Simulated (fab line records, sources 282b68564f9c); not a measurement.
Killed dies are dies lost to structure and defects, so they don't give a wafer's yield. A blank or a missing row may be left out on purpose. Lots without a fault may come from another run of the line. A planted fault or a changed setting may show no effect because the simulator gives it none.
fab line records | flow rit_cmos
record lots=14 wafers=42 last_day=7
route steps=202 shown NWELL@34 GATE@97 NLDD@106 M1@202
lots that met no fault: from a run of the same line without faults
start_h: hours from the record's first day to the start of the lot's first wafer shown | wait_h: hours since the lot's step before | " the same as in the row above | L1.1+2: a row that stands for several wafers | - no value, or no start given | * or withheld: withheld | < > ~ a bound
route shown NAME@n: a module of which the file shows steps, and the number in the route of the first | usual: mean/standard deviation of fault-free wafers | same: alike in all rows | chamber/n: place in a boat | sites: the reading at each site | _std_site: their standard deviation | _edge_site: outer sites' mean less inner sites' | radius_mm: how far each site lies from the wafer's centre | mask NAME#n: copy n | behind: the tool/chamber that last shaped the wafer | hold: why the lot was held/for how many hours/how that ended | device: the transistor (n, p or np) that didn't switch | end of line: the same wafers' tests at the end of the route | a step without rows: its recipe alone | killed: dies lost to structure and defects at the first sort, not the wafer's yield | map: a wafer's dies, x killed, . not, _ none there
set.NAME: the setting as run; set.NAME@STEP: as run at that earlier step | model.NAME: the simulator's own value behind a step, which no gauge read
steps of the route over a sample of lots; a table a step, a row a wafer
services: from which hour (start_h, from the record's first day; less than 0 if before it) a tool's chamber was out of use, for how many hours, and why
## steps
# step RIT_NWELL_OVL_MEAS_06
# usual NWELL_OVL=-0.5/1.3
# columns lot.wafer tool chamber start_h wait_h NWELL_OVL[nm]
L966.3 overlay-01 - 21.12 - -1.7
L966.4 " - " " -1.6
L966.5 " - " " -2.3
L967.1 overlay-01 - 26.21 - 0.3
L967.5 " - " " 0.1
L967.6 " - " " -1.1
L968.1 overlay-02 - 31.44 - -2.9
L968.5 " - " " -1.7
L968.6 " - " " -3.1
L971.2 overlay-02 - 46.52 - 0.4
L971.5 " - " " -0.1
L971.6 " - " " -1.2
L972.2 overlay-02 - 50.39 - -2.7
L972.3 " - " " -1.3
L972.6 " - " " -2.2
L975.3 overlay-01 - 66.72 - -1.8
L975.4 " - " " -0.7
L975.6 " - " " 0.0
L977.2 overlay-01 - 75.34 - 1.7
L977.3 " - " " 1.3
L977.6 " - " " 0.3
L978.1 overlay-02 - 80.16 - 1.8
L978.2 " - " " -0.5
L978.5 " - " " 0.0
L980.1 overlay-01 - 91.09 - -0.2
L980.3 " - " " -1.0
L980.4 " - " " -1.6
L983.3 overlay-01 - 105.46 - -0.1
L983.5 " - " " -1.6
L983.6 " - " " -0.5
L986.1 overlay-01 - 120.27 - 1.6
L986.2 " - " " 1.3
L986.6 " - " " 0.9
L987.1 overlay-01 - 125.96 - -0.3
L987.3 " - " " -1.0
L987.5 " - " " -1.7
L988.2 overlay-01 - 130.26 - -0.7
L988.4 " - " " -1.1
L988.6 " - " " -1.8
L989.1 overlay-02 - 135.53 - -2.4
L989.2 " - " " -1.5
L989.3 " - " " 0.0
# step RIT_NWELL_TW_MEAS_10
# usual NWELL_TW=2150/9.8
# columns lot.wafer tool chamber start_h wait_h NWELL_TW
L966.3 film_metro-03 - 21.74 0.1 2134
L966.4 " - " " 2140
L966.5 " - " " 2152
L967.1 film_metro-04 - 26.83 0.1 2139
L967.5 " - " " 2146
L967.6 " - " " 2142
L968.1 film_metro-02 - 32.17 0.1 2146
L968.5 " - " " 2143
L968.6 " - " " 2135
L971.2 film_metro-02 - 47.14 0.1 2152
L971.5 " - " " 2148
L971.6 " - " " 2136
L972.2 film_metro-02 - 51.01 0.1 2154
L972.3 " - " " 2147
L972.6 " - " " 2156
L975.3 film_metro-04 - 67.34 0.1 2157
L975.4 " - " " 2156
L975.6 " - " " 2151
L977.2 film_metro-04 - 75.97 0.1 2140
L977.3 " - " " 2141
L977.6 " - " " 2135
L978.1 film_metro-04 - 80.77 0.1 2137
L978.2 " - " " 2144
L978.5 " - " " 2145
L980.1 film_metro-02 - 91.70 0.1 2179
L980.3 " - " " 2162
L980.4 " - " " 2153
L983.3 film_metro-02 - 106.08 0.1 2160
L983.5 " - " " 2150
L983.6 " - " " 2174
L986.1 film_metro-02 - 120.88 0.1 2161
L986.2 " - " " 2163
L986.6 " - " " 2155
L987.1 film_metro-04 - 126.57 0.1 2142
L987.3 " - " " 2151
L987.5 " - " " 2158
L988.2 film_metro-02 - 130.87 0.1 2158
L988.4 " - " " 2158
L988.6 " - " " 2157
L989.1 film_metro-03 - 136.15 0.1 2146
L989.2 " - " " 2157
L989.3 " - " " 2153
# step RIT_GATE_CD_MEAS_90
# recipe target_cd_nm=150
# usual cd_nm=149.6/2.6
# columns lot.wafer tool chamber start_h wait_h cd_nm
L966.3 cd_sem-02 - 40.35 0.1 148.7
L966.4 " - " " 152.7
L966.5 " - " " 152.3
L967.1 cd_sem-01 - 42.33 0.1 154.2
L967.5 " - " " 153.3
L967.6 " - " " 152.4
L968.1 cd_sem-02 - 49.19 0.1 148.9
L968.5 " - " " 146.2
L968.6 " - " " 146.4
L971.2 cd_sem-01 - 62.90 0.1 149.2
L971.5 " - " " 149.3
L971.6 " - " " 147.5
L972.2 cd_sem-02 - 66.57 0.1 150.7
L972.3 " - " " 150.6
L972.6 " - " " 150.9
L975.3 cd_sem-02 - 83.01 0.1 146.4
L975.4 " - " " 147.3
L975.6 " - " " 147.6
L977.2 cd_sem-02 - 92.19 0.1 150.0
L977.3 " - " " 150.2
L977.6 " - " " 146.2
L978.1 cd_sem-01 - 96.55 0.1 147.7
L978.2 " - " " 149.6
L978.5 " - " " 149.8
L980.1 cd_sem-01 - 108.14 0.1 149.8
L980.3 " - " " 151.4
L980.4 " - " " 151.8
L983.3 cd_sem-01 - 123.20 0.1 149.0
L983.5 " - " " 148.7
L983.6 " - " " 149.4
L986.1 cd_sem-01 - 138.58 0.1 148.4
L986.2 " - " " 150.0
L986.6 " - " " 148.7
L987.1 cd_sem-02 - 142.14 0.1 147.3
L987.3 " - " " 146.6
L987.5 " - " " 149.2
L988.2 cd_sem-01 - 146.81 0.1 150.9
L988.4 " - " " 151.0
L988.6 " - " " 149.3
L989.1 cd_sem-02 - 151.44 0.1 152.4
L989.2 " - " " 152.8
L989.3 " - " " 150.3
# step RIT_NLDD_EXPOSE_03
# recipe mask_id=M7 na=0.57 target_cd_nm=40700 dose_mj=250
# columns lot.wafer tool chamber start_h wait_h mask
L966.3+4+5 iline_stepper-02 0 43.94 0.1 M7#0
L967.1+5+6 iline_stepper-01 0 46.00 0.2 M7#0
L968.1+5+6 iline_stepper-01 0 52.73 0.1 M7#0
L971.2+5+6 iline_stepper-01 0 66.53 0.1 M7#0
L972.2+3+6 iline_stepper-01 0 70.23 0.1 M7#0
L975.3+4+6 iline_stepper-02 0 87.03 0.2 M7#0
L977.2+3+6 iline_stepper-02 0 95.86 0.2 M7#0
L978.1+2+5 iline_stepper-02 0 100.31 0.1 M7#0
L980.1+3+4 iline_stepper-01 0 111.81 0.2 M7#0
L983.3+5+6 iline_stepper-01 0 126.87 0.2 M7#0
L986.1+2+6 iline_stepper-01 0 142.25 0.2 M7#0
L987.1+3+5 iline_stepper-01 0 145.95 0.1 M7#0
L988.2+4+6 iline_stepper-01 0 150.39 0.1 M7#0
L989.1+2+3 iline_stepper-01 0 155.11 0.1 M7#0
# step RIT_NLDD_OVL_MEAS_06
# usual NLDD_OVL=-0.4/1.5
# columns lot.wafer tool chamber start_h wait_h NLDD_OVL[nm]
L966.3 overlay-01 - 44.31 - 0.5
L966.4 " - " " 1.9
L966.5 " - " " 1.8
L967.1 overlay-01 - 46.40 - 0.4
L967.5 " - " " 0.2
L967.6 " - " " 0.7
L968.1 overlay-01 - 53.13 - -0.4
L968.5 " - " " -0.2
L968.6 " - " " -0.7
L971.2 overlay-01 - 66.92 - -0.5
L971.5 " - " " -3.1
L971.6 " - " " -2.9
L972.2 overlay-02 - 70.72 - 0.6
L972.3 " - " " -0.1
L972.6 " - " " 0.2
L975.3 overlay-01 - 87.40 - -0.9
L975.4 " - " " -0.1
L975.6 " - " " -0.2
L977.2 overlay-02 - 96.25 - -182.9
L977.3 " - " " -183.5
L977.6 " - " " -182.6
L978.1 overlay-01 - 100.71 - -179.9
L978.2 " - " " -182.0
L978.5 " - " " -180.6
L980.1 overlay-01 - 112.21 - -1.2
L980.3 " - " " -1.5
L980.4 " - " " 0.6
L983.3 overlay-01 - 127.25 - -1.9
L983.5 " - " " -0.3
L983.6 " - " " -2.1
L986.1 overlay-02 - 142.65 - 3.0
L986.2 " - " " 0.5
L986.6 " - " " 3.6
L987.1 overlay-01 - 146.35 - -2.5
L987.3 " - " " -3.1
L987.5 " - " " -3.2
L988.2 overlay-01 - 150.78 - 0.8
L988.4 " - " " -0.4
L988.6 " - " " 1.0
L989.1 overlay-01 - 155.51 - -1.4
L989.2 " - " " -1.8
L989.3 " - " " -2.2
# step RIT_M1_PROBE_99
# usual killed_at_contacts=0.0/0.22 killed_at_front_end=6.5/3 killed_dies=6.6/3 killed_open=3.4/2.2 killed_short=3.3/1.7
# same gross_dies=264 killed_at_M0_to_M3=0 killed_at_M4_up=0 killed_at_back_side=0 killed_at_other=0
# columns lot.wafer tool chamber start_h wait_h killed_at_contacts killed_at_front_end killed_dies killed_open killed_short
L966.3 prober-01 - 60.06 0.2 0 4 4 2 2
L966.4 prober-01 - 60.11 0.2 0 5 5 1 4
L966.5 prober-01 - 60.16 0.2 0 2 2 1 1
L967.1 prober-02 - 61.99 0.1 0 3 3 2 1
L967.5 prober-02 - 62.19 0.2 0 9 9 4 5
L967.6 prober-02 - 62.24 0.2 0 8 8 3 5
L968.1 prober-01 - 68.52 0.1 0 4 4 2 2
L968.5 prober-01 - 68.72 0.2 0 7 7 4 3
L968.6 prober-01 - 68.77 0.2 0 4 4 0 4
L971.2 prober-02 - 83.72 0.1 0 14 14 8 6
L971.5 prober-02 - 83.87 0.2 0 5 5 4 1
L971.6 prober-02 - 83.92 0.2 0 5 5 2 3
L972.2 prober-01 - 86.04 0.1 0 4 4 2 2
L972.3 prober-01 - 86.09 0.2 0 6 6 2 4
L972.6 prober-01 - 86.24 0.2 0 3 3 1 2
L975.3 prober-02 - 103.76 0.2 0 15 15 12 3
L975.4 prober-02 - 103.81 0.2 0 6 6 4 2
L975.6 prober-02 - 103.91 0.2 0 7 7 4 3
L977.2 prober-02 - 112.85 0.1 0 5 5 1 4
L977.3 prober-02 - 112.90 0.2 0 2 2 0 2
L977.6 prober-02 - 113.05 0.2 0 10 10 5 5
L978.1 prober-01 - 116.30 0.1 0 5 5 3 2
L978.2 prober-01 - 116.35 0.1 1 4 5 2 3
L978.5 prober-01 - 116.50 0.2 0 9 9 5 4
L980.1 prober-01 - 127.82 0.1 0 10 10 6 4
L980.3 prober-01 - 127.92 0.2 0 4 4 2 2
L980.4 prober-01 - 127.97 0.2 0 6 6 3 3
L983.3 prober-02 - 143.33 0.2 0 11 11 4 7
L983.5 prober-02 - 143.43 0.2 0 7 7 1 6
L983.6 prober-02 - 143.48 0.2 0 6 6 1 5
L986.1 prober-01 - 158.44 0.1 0 7 7 5 2
L986.2 prober-01 - 158.49 0.1 0 2 2 1 1
L986.6 prober-01 - 158.69 0.2 0 3 3 2 1
L987.1 prober-02 - 162.85 0.1 0 7 7 3 4
L987.3 prober-02 - 162.95 0.2 0 6 6 3 3
L987.5 prober-02 - 163.05 0.2 0 7 7 5 2
L988.2 prober-01 - 168.83 0.1 0 6 6 3 3
L988.4 prober-01 - 168.93 0.2 0 4 4 3 1
L988.6 prober-01 - 169.03 0.2 0 6 6 2 4
L989.1 prober-02 - 171.51 0.1 0 7 7 3 4
L989.2 prober-02 - 171.56 0.1 1 5 6 2 4
L989.3 prober-02 - 171.61 0.2 0 15 15 6 9
# killed by level:class
L966.3 GATE:geometric_particle:short=1 REOX:geometric_particle:open=1 SPACER:geometric_particle:open=1 SPACER:geometric_particle:short=1
L966.4 SILICIDE:geometric_particle:short=2 FOX1:geometric_particle:open=1 GATE:geometric_particle:short=1 SPACER:geometric_particle:short=1
L966.5 FOX1:geometric_particle:short=1 REOX:geometric_particle:open=1
L967.1 GATE:geometric_particle:open=1 GATE:geometric_particle:short=1 SPACER:geometric_particle:open=1
L967.5 GATE:geometric_particle:open=2 SPACER:geometric_particle:short=2 FOX1:geometric_particle:short=1 GATE:geometric_particle:short=1 SPACER:geometric_particle:open=1 SILICIDE:geometric_particle:open=1 SILICIDE:geometric_particle:short=1
L967.6 GATE:geometric_particle:short=3 SPACER:geometric_particle:open=2 FOX1:geometric_particle:short=1 REOX:geometric_particle:open=1 REOX:geometric_particle:short=1
L968.1 GATE:geometric_particle:short=1 REOX:geometric_particle:open=1 SPACER:geometric_particle:open=1 SILICIDE:geometric_particle:short=1
L968.5 FOX1:geometric_particle:short=2 FOX1:geometric_particle:open=2 GATE:geometric_particle:open=1 REOX:geometric_particle:open=1 REOX:geometric_particle:short=1
L968.6 SPACER:geometric_particle:short=2 SILICIDE:geometric_particle:short=2
L971.2 FOX2:geometric_particle:open=3 FOX2:geometric_particle:short=2 GATE:geometric_particle:open=2 SPACER:geometric_particle:open=2 SILICIDE:geometric_particle:short=2 REOX:geometric_particle:short=1 REOX:geometric_particle:open=1 SPACER:geometric_particle:short=1
L971.5 REOX:geometric_particle:open=2 SPACER:geometric_particle:short=1 FOX2:geometric_particle:open=1 GATE:geometric_particle:open=1
L971.6 REOX:geometric_particle:short=2 FOX1:geometric_particle:short=1 REOX:geometric_particle:open=1 SILICIDE:geometric_particle:open=1
L972.2 FOX2:geometric_particle:open=1 GATE:geometric_particle:short=1 REOX:geometric_particle:short=1 REOX:geometric_particle:open=1
L972.3 GATE:geometric_particle:short=2 FOX2:geometric_particle:short=1 GATE:geometric_particle:open=1 REOX:geometric_particle:short=1 REOX:geometric_particle:open=1
L972.6 FOX2:geometric_particle:short=1 GATE:geometric_particle:open=1 GATE:geometric_particle:short=1
L975.3 GATE:geometric_particle:open=5 FOX1:geometric_particle:open=3 SPACER:geometric_particle:open=2 ACTIVE:geometric_particle:open=1 FOX1:geometric_particle:short=1 GATE:geometric_particle:short=1 SILICIDE:geometric_particle:open=1 SILICIDE:geometric_particle:short=1
L975.4 GATE:geometric_particle:open=2 GATE:geometric_particle:short=2 FOX2:geometric_particle:open=1 SILICIDE:geometric_particle:open=1
L975.6 REOX:geometric_particle:open=3 GATE:geometric_particle:short=2 SPACER:geometric_particle:short=1 SILICIDE:geometric_particle:open=1
L977.2 SPACER:geometric_particle:short=2 FOX1:geometric_particle:short=1 FOX1:geometric_particle:open=1 SILICIDE:geometric_particle:short=1
L977.3 FOX1:geometric_particle:short=1 REOX:geometric_particle:short=1
L977.6 SPACER:geometric_particle:open=4 SPACER:geometric_particle:short=3 REOX:geometric_particle:short=1 SILICIDE:geometric_particle:short=1 SILICIDE:geometric_particle:open=1
L978.1 FOX1:geometric_particle:open=2 FOX1:geometric_particle:short=1 GATE:geometric_particle:open=1 GATE:geometric_particle:short=1
L978.2 FOX1:geometric_particle:short=1 GATE:geometric_particle:short=1 GATE:geometric_particle:open=1 REOX:geometric_particle:open=1 CONTACT:geometric_particle:short=1
L978.5 FOX1:geometric_particle:open=2 FOX2:geometric_particle:short=2 SPACER:geometric_particle:open=2 FOX1:geometric_particle:short=1 SILICIDE:geometric_particle:short=1 SILICIDE:geometric_particle:open=1
L980.1 FOX2:geometric_particle:open=2 SILICIDE:geometric_particle:short=2 SILICIDE:geometric_particle:open=2 FOX1:geometric_particle:open=1 FOX2:geometric_particle:short=1 GATE:geometric_particle:open=1 REOX:geometric_particle:short=1
L980.3 FOX1:geometric_particle:short=1 FOX1:geometric_particle:open=1 SPACER:geometric_particle:open=1 SILICIDE:geometric_particle:short=1
L980.4 FOX1:geometric_particle:short=1 GATE:geometric_particle:open=1 REOX:geometric_particle:open=1 REOX:geometric_particle:short=1 SPACER:geometric_particle:open=1 SPACER:geometric_particle:short=1
L983.3 GATE:geometric_particle:open=3 GATE:geometric_particle:short=2 REOX:geometric_particle:short=2 FOX2:geometric_particle:short=1 SPACER:geometric_particle:open=1 SPACER:geometric_particle:short=1 SILICIDE:geometric_particle:short=1
L983.5 GATE:geometric_particle:short=3 FOX1:geometric_particle:short=1 GATE:geometric_particle:open=1 REOX:geometric_particle:short=1 SPACER:geometric_particle:short=1
L983.6 GATE:geometric_particle:short=2 SPACER:geometric_particle:short=2 FOX1:geometric_particle:short=1 FOX2:geometric_particle:open=1
L986.1 SILICIDE:geometric_particle:open=2 FOX1:geometric_particle:open=1 FOX2:geometric_particle:short=1 FOX2:geometric_particle:open=1 REOX:geometric_particle:short=1 SPACER:geometric_particle:open=1
L986.2 FOX1:geometric_particle:short=1 GATE:geometric_particle:open=1
L986.6 FOX1:geometric_particle:open=1 GATE:geometric_particle:short=1 SPACER:geometric_particle:open=1
L987.1 FOX1:geometric_particle:short=2 FOX1:geometric_particle:open=1 GATE:geometric_particle:short=1 REOX:geometric_particle:open=1 REOX:geometric_particle:short=1 SILICIDE:geometric_particle:open=1
L987.3 GATE:geometric_particle:short=3 FOX1:geometric_particle:open=1 REOX:geometric_particle:open=1 SPACER:geometric_particle:open=1
L987.5 GATE:geometric_particle:open=3 FOX2:geometric_particle:open=1 GATE:geometric_particle:short=1 SPACER:geometric_particle:open=1 SILICIDE:geometric_particle:short=1
L988.2 FOX1:geometric_particle:short=2 GATE:geometric_particle:open=2 FOX1:geometric_particle:open=1 FOX2:geometric_particle:short=1
L988.4 GATE:geometric_particle:open=2 GATE:geometric_particle:short=1 SPACER:geometric_particle:open=1
L988.6 FOX1:geometric_particle:short=2 FOX1:geometric_particle:open=1 FOX2:geometric_particle:short=1 GATE:geometric_particle:short=1 REOX:geometric_particle:open=1
L989.1 GATE:geometric_particle:short=3 FOX2:geometric_particle:open=2 SPACER:geometric_particle:short=1 SILICIDE:geometric_particle:open=1
L989.2 GATE:geometric_particle:open=2 GATE:geometric_particle:short=2 FOX1:geometric_particle:short=1 CONTACT:geometric_particle:short=1
L989.3 GATE:geometric_particle:short=5 FOX1:geometric_particle:open=2 FOX1:geometric_particle:short=2 GATE:geometric_particle:open=2 FOX2:geometric_particle:open=1 FOX2:geometric_particle:short=1 REOX:geometric_particle:open=1 SPACER:geometric_particle:short=1
## services
# columns tool chamber start_h hours kind
iline_stepper-02 - 48.99 1.7 pm
iline_stepper-01 - 105.04 1.3 repair
## key
first_sign step=RIT_NLDD_OVL_MEAS_06 reading=NLDD_OVL direction=down sigmas=99+ usual=-0.4 struck=-181.9
effect none on later readings
met_at RIT_NLDD_EXPOSE_03
struck_lots L977,L978
tester_left_out L977,L978
not_acting_at RIT_NWELL_OVL_MEAS_06,RIT_NWELL_TW_MEAS_10,RIT_GATE_CD_MEAS_90
onset_between 87.03 95.86
fault kind=scanner_matching_overlay tool=iline_stepper-02 chamber=- onset_h=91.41 steps=RIT_NLDD_EXPOSE_03 offset=-180
# tester_left_out: of these lots the tester's yield and bins aren't shown, on N5 and GAA mostly nor the transistor test; their killed dies are dies lost to structure and defects alone, not to doping, threshold or leakage, so they don't give the yield
